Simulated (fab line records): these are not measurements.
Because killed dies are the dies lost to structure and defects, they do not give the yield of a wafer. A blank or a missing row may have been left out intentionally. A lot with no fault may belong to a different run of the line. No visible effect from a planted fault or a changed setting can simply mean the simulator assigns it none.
8D (eight disciplines) problem report, filled in by code ; flow berkeley-cmos170 ; the parts of the form that need people (team, actions taken, sign-off) are left out

## 1. WHAT WENT WRONG
run-length-s at UCB170_M2_SOFTBAKE_11 reads a mean of 97.96 s on 6 wafers of 2 lots; wafers without a fault read 89.30 s with a standard deviation of 0.2. That puts it +43 standard deviations away from the usual mean.
The step: time 60 s.
First seen on wafer L583.1, day 10 01:00, on litho-track-02. The record holds 42 wafers of 14 lots with a number at this step. Rule for "out" (also "out of limits"): further than 4 standard deviations from the usual mean. The other wafers with a number count as sound.

## 2. WHAT IT IS, AND WHAT IT ISN'T
question;is;is not
which readings at this step;run-length-s;-
which lots;L583, L584;L569, L570, L571, L572, L574, L580, L581, L582, L587, L588, L589, L592
which wafers of those lots;all that have a number;-
read on which tools;litho-track-02;litho-track-01, litho-track-04
when;from day 10 01:00;"up to then (24 sound wafers); but 12 sound wafers of L587, L588, L589, L592 came after"

## 3. WHAT RULES OUT EACH SUSPECT
Counting: a tool at any process step up to the reading remains a suspect when it ran all the lots that are out and ran no sound lot after the first of those.
- litho-track-02 at UCB170_M2_SOFTBAKE_11 (time 60 s): kept. It processed each lot that is out, first L583 at day 10 01:00, and no sound lot thereafter; up to then, the last sound lot it processed was L582 at day 9 05:00. Out on those wafers are its own readings of run-length-s.
Left after counting: litho-track-02 at UCB170_M2_SOFTBAKE_11.

## 4. THE CAUSE (what the simulator had put in)
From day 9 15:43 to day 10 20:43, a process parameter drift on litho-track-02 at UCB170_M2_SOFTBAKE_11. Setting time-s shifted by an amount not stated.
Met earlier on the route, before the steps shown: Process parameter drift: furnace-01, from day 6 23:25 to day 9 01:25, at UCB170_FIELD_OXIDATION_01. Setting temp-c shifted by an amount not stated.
Only this tool survived the counting.

## 5. SEQUENCE OF EFFECTS, ordered by route
One row per reading whose mean, taken over the struck wafers that have a number, lies over 3 standard deviations from the usual. Scope: only readings with a usual standard deviation given in the record; hours: median across lots of the time from each lot's start at the first step in this table that gives one to its start at this step; sigmas: change in usual standard deviations.
hours;step;reading;usual;on struck wafers;change;sigmas
0;UCB170_M2_SOFTBAKE_11;run-length-s;89.30 s;97.96;+8.66;+43
Process steps it contains:
- UCB170_M2_SOFTBAKE_11: time 60 s.

## 6. HOW IT WOULD HAVE BEEN CAUGHT EARLIER
9 hours passed between the start of the fault at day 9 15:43 and the first reading out of limits in this record, taken at day 10 01:00.
